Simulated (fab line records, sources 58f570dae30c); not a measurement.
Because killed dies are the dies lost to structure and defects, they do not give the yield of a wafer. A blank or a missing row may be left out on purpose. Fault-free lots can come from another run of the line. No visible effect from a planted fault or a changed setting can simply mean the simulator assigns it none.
Split-lot experiment | flow berkeley_cmos170 | 23 wafers read across 5 lots, on a route 331 steps long

## SPLIT DETAILS
At UCB170_NSD_PEB_04, the setting peb_temp_c was moved away from the recipe's 130 C on 6 of the 23 wafers read, by -1.2% to +2.3%. This setting was run at the recipe's value on the other wafers.

## THE PATH FROM SPLIT TO READING: the file shows 1 step between them
- UCB170_NSD_DEVELOP_05: develop time 45 s

## THE READING
cd_nm (nm) at UCB170_NSD_CD_MEAS_06, where the cd target is 1200 nm. On this fab line, fault-free wafers typically give 1200.6 nm with a standard deviation of 1.4 nm.

wafer  | tool, chamber at the split | peb_temp_c as run, C | against the recipe | cd_nm, nm | against lot-mates on the recipe
L074.2 | litho_track-04, 0          | 130                  | recipe             | 1200.7    | -
L074.3 | litho_track-04, 0          | 130                  | recipe             | 1201.4    | -
L074.4 | litho_track-04, 0          | 130                  | recipe             | 1201.1    | -
L078.1 | litho_track-04, 0          | 133                  | +2.3%              | 1218.8    | +16.8
L078.2 | litho_track-04, 0          | 133                  | +2.3%              | 1218.7    | +16.7
L078.3 | litho_track-04, 0          | 133                  | +2.3%              | 1219.7    | +17.7
L078.5 | litho_track-04, 0          | 130                  | recipe             | 1201.6    | -
L078.6 | litho_track-04, 0          | 130                  | recipe             | 1202.4    | -
L077.1 | litho_track-04, 0          | 130                  | recipe             | 1200.6    | -
L077.2 | litho_track-04, 0          | 130                  | recipe             | 1199.8    | -
L077.3 | litho_track-04, 0          | 130                  | recipe             | 1200.7    | -
L077.4 | litho_track-04, 0          | 130                  | recipe             | 1200.0    | -
L077.6 | litho_track-04, 0          | 130                  | recipe             | 1200.0    | -
L079.1 | litho_track-02, 0          | 130                  | recipe             | 1200.6    | -
L079.2 | litho_track-02, 0          | 128.5                | -1.2%              | 1189.3    | -11.9
L079.4 | litho_track-02, 0          | 130                  | recipe             | 1201.8    | -
L079.5 | litho_track-02, 0          | 128.5                | -1.2%              | 1189.7    | -11.5
L079.6 | litho_track-02, 0          | 128.5                | -1.2%              | 1189.7    | -11.5
L083.1 | litho_track-04, 0          | 130                  | recipe             | 1199.6    | -
L083.2 | litho_track-04, 0          | 130                  | recipe             | 1200.2    | -
L083.3 | litho_track-04, 0          | 130                  | recipe             | 1200.6    | -
L083.4 | litho_track-04, 0          | 130                  | recipe             | 1198.2    | -
L083.5 | litho_track-04, 0          | 130                  | recipe             | 1199.3    | -

FIT RESULTS
A straight line over all 23 wafers: cd_nm changes by +8.38 nm for each +1% of peb_temp_c; r = +0.99; the points scatter about the line by 1 nm.
The same after taking each lot's own level away (the mean of its wafers on the recipe; 23 wafers): +8.02 nm for each +1%; r = +0.99; scatter 1.1 nm.
Per that fit: largest peb_temp_c move, reading shift of 19 nm.
Across the lots, their own levels run from 1199.58 to 1202.00 nm, a range of 1.7 times the standard deviation given above.
Consequently the slope shifts little with the lot-to-lot level, the two slopes agreeing.
Check: with one of the wafers moved furthest among these (+2.3%) left out of the fit, the line predicts +18.5 nm for it against its lot-mates. It came out at +16.8 nm against them.

## THE FILE'S OWN FIT
cd_nm changes by +7.94 nm for each +1% of peb_temp_c, r = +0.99.
